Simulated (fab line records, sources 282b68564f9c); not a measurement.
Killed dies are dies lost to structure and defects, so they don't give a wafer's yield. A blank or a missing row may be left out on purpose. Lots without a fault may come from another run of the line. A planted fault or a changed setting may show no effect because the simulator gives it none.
Which tool did it? | flow rit_cmos | 13 lots, 39 wafers sampled, at 5 steps of a route of 202

WHAT THE GAUGES READ, wafer by wafer
RIT_ACTIVE_CD_MEAS_11: target cd 1400 nm.
lot  | measured    | on        | cd_nm (nm)
L307 | day 1 15:22 | cd_sem-01 | 1399.9 1401.4 1403.1
L308 | day 1 19:29 | cd_sem-01 | 1399.8 1399.4 1399.2
L309 | day 2 01:01 | cd_sem-02 | 1396.3 1395.8 1398.6
L310 | day 2 05:26 | cd_sem-01 | 1399.1 1398.3 1403.3
L311 | day 2 10:26 | cd_sem-01 | 1397.1 1399.1 1398.0
L315 | day 3 06:34 | cd_sem-01 | 1274.2 1276.1 1272.0 1274.0 1276.5 1271.6
L316 | day 3 11:26 | cd_sem-01 | 1399.4 1400.6 1400.1
L317 | day 3 16:26 | cd_sem-01 | 1404.4 1402.9 1401.9
L325 | day 5 11:02 | cd_sem-02 | 1397.5 1396.0 1397.8
L326 | day 5 13:30 | cd_sem-02 | 1400.5 1400.8 1401.1
L327 | day 5 18:31 | cd_sem-02 | 1402.6 1402.6 1402.9
L329 | day 6 04:26 | cd_sem-02 | 1405.0 1403.2 1403.9
L330 | day 6 09:34 | cd_sem-02 | 1400.5 1398.6 1399.0

RIT_PWELL_TW_MEAS_10.
lot  | measured    | on            | PWELL_TW
L307 | day 1 23:39 | film_metro-04 | 955 958 962
L308 | day 2 04:02 | film_metro-04 | 959 962 966
L309 | day 2 10:20 | film_metro-01 | 959 962 964
L310 | day 2 13:22 | film_metro-03 | 963 958 959
L311 | day 2 19:31 | film_metro-03 | 958 964 961
L316 | day 3 19:28 | film_metro-04 | 962 962 963
L317 | day 4 00:34 | film_metro-01 | 959 960 967
L325 | day 5 18:59 | film_metro-04 | 962 964 961
L326 | day 5 22:02 | film_metro-04 | 968 965 959
L327 | day 6 02:41 | film_metro-04 | 961 963 959
L329 | day 6 13:14 | film_metro-03 | 961 956 956
L330 | day 6 18:50 | film_metro-04 | 963 960 961

RIT_PRETRO_OVL_MEAS_06.
lot  | measured    | on         | PRETRO_OVL (nm)
L307 | day 2 07:37 | overlay-02 | -0.6 0.3 0.5
L308 | day 2 11:58 | overlay-02 | 0.0 1.5 -1.1
L309 | day 2 18:16 | overlay-02 | 1.6 1.3 1.7
L310 | day 2 21:20 | overlay-01 | 2.6 -1.1 -0.9
L311 | day 3 03:35 | overlay-02 | -0.9 -2.1 0.7
L316 | day 4 03:53 | overlay-01 | -2.4 -2.1 0.0
L317 | day 4 09:22 | overlay-02 | -1.4 -0.8 -1.3
L325 | day 6 02:58 | overlay-02 | -1.9 0.3 0.5
L326 | day 6 06:09 | overlay-02 | 2.5 0.5 0.1
L327 | day 6 10:46 | overlay-01 | 0.7 1.7 -0.6
L329 | day 6 21:11 | overlay-01 | -0.6 0.2 1.3
L330 | day 7 03:02 | overlay-01 | 2.1 0.7 1.8

RIT_REOX_THK_MEAS_04.
lot  | measured    | on            | REOX_OXIDE_THK (nm)
L307 | day 2 16:57 | film_metro-04 | 25.1 25.2 24.7
L308 | day 2 22:07 | film_metro-03 | 25.5 25.6 25.6
L309 | day 3 03:12 | film_metro-03 | 25.9 25.9 25.7
L310 | day 3 06:22 | film_metro-03 | 25.4 25.5 25.1
L311 | day 3 12:35 | film_metro-01 | 24.9 25.0 25.2
L316 | day 4 12:43 | film_metro-03 | 25.5 25.4 25.0
L317 | day 4 18:05 | film_metro-04 | 24.8 24.7 24.8
L325 | day 6 11:51 | film_metro-03 | 24.6 24.9 24.6
L326 | day 6 14:52 | film_metro-04 | 25.2 25.1 25.3
L327 | day 6 20:56 | film_metro-03 | 24.5 24.8 24.6
L329 | day 7 06:45 | film_metro-03 | 25.0 24.8 25.3
L330 | day 7 12:56 | film_metro-04 | 25.3 25.4 25.3

WHICH TOOL RAN EACH LOT (tool, then ch and the chambers of the sampled wafers, then the start)
lot  | RIT_ACTIVE_EXPOSE_08
L307 | iline_stepper-02 ch 0, day 1 14:58
L308 | iline_stepper-02 ch 0, day 1 19:05
L309 | iline_stepper-01 ch 0, day 2 00:37
L310 | iline_stepper-01 ch 0, day 2 05:02
L311 | iline_stepper-01 ch 0, day 2 10:02
L315 | iline_stepper-02 ch 0, day 3 06:10
L316 | iline_stepper-02 ch 0, day 3 11:02
L317 | iline_stepper-02 ch 0, day 3 16:02
L325 | iline_stepper-02 ch 0, day 5 10:38
L326 | iline_stepper-02 ch 0, day 5 13:05
L327 | iline_stepper-02 ch 0, day 5 18:07
L329 | iline_stepper-01 ch 0, day 6 04:02
L330 | iline_stepper-02 ch 0, day 6 09:10
- RIT_ACTIVE_EXPOSE_08: exposes mask M1, target cd 1400 nm.

WHAT THE TOOLS THEMSELVES READ (means of the sampled wafers that have a number; where no wafer has one, the mark that the record gives instead)
RIT_ACTIVE_EXPOSE_08.
lot  | tool             | stage_vel_mm_s (mm/s)
L307 | iline_stepper-02 | 499.85
L308 | iline_stepper-02 | 499.96
L309 | iline_stepper-01 | 499.69
L310 | iline_stepper-01 | 500.26
L311 | iline_stepper-01 | 500.16
L315 | iline_stepper-02 | 499.48
L316 | iline_stepper-02 | 499.80
L317 | iline_stepper-02 | 499.88
L325 | iline_stepper-02 | 499.69
L326 | iline_stepper-02 | 500.19
L327 | iline_stepper-02 | 500.27
L329 | iline_stepper-01 | 500.05
L330 | iline_stepper-02 | 500.04

THE ANSWER, worked out from the rows above alone
Rule: what is usual is taken from the lots themselves. Put in order of their means at a reading, lots are off if they are a third of the lots or fewer, leave a main group of 4 or more, and stand apart from it by a gap of 3 or more times the standard deviation of the main group's means; of several such gaps the widest counts. A main group whose means are all the same, to the digits that the tables above print for the reading, isn't used. A lot without any number at a reading at which 4 lots or more have one is off too. The other lots that the step has rows for count as sound. The gauges are gone through in route order, then the tools' own readings, and for those a lot's mean is taken as printed above. The first step at which some lot is off is used, and at that step the reading that is off furthest; a lot without a number counts as furthest.
Off: L315, at RIT_ACTIVE_CD_MEAS_11 (cd_nm). The main group: mean 1400.3 nm, standard deviation 2.2.
A tool fits if, at a process step before that reading, it ran every lot that is off, and no sound lot after the first of them. The gauges at RIT_ACTIVE_CD_MEAS_11 are tried like those tools. None of those tried fits.

WHAT THE SIMULATOR HAD PUT IN
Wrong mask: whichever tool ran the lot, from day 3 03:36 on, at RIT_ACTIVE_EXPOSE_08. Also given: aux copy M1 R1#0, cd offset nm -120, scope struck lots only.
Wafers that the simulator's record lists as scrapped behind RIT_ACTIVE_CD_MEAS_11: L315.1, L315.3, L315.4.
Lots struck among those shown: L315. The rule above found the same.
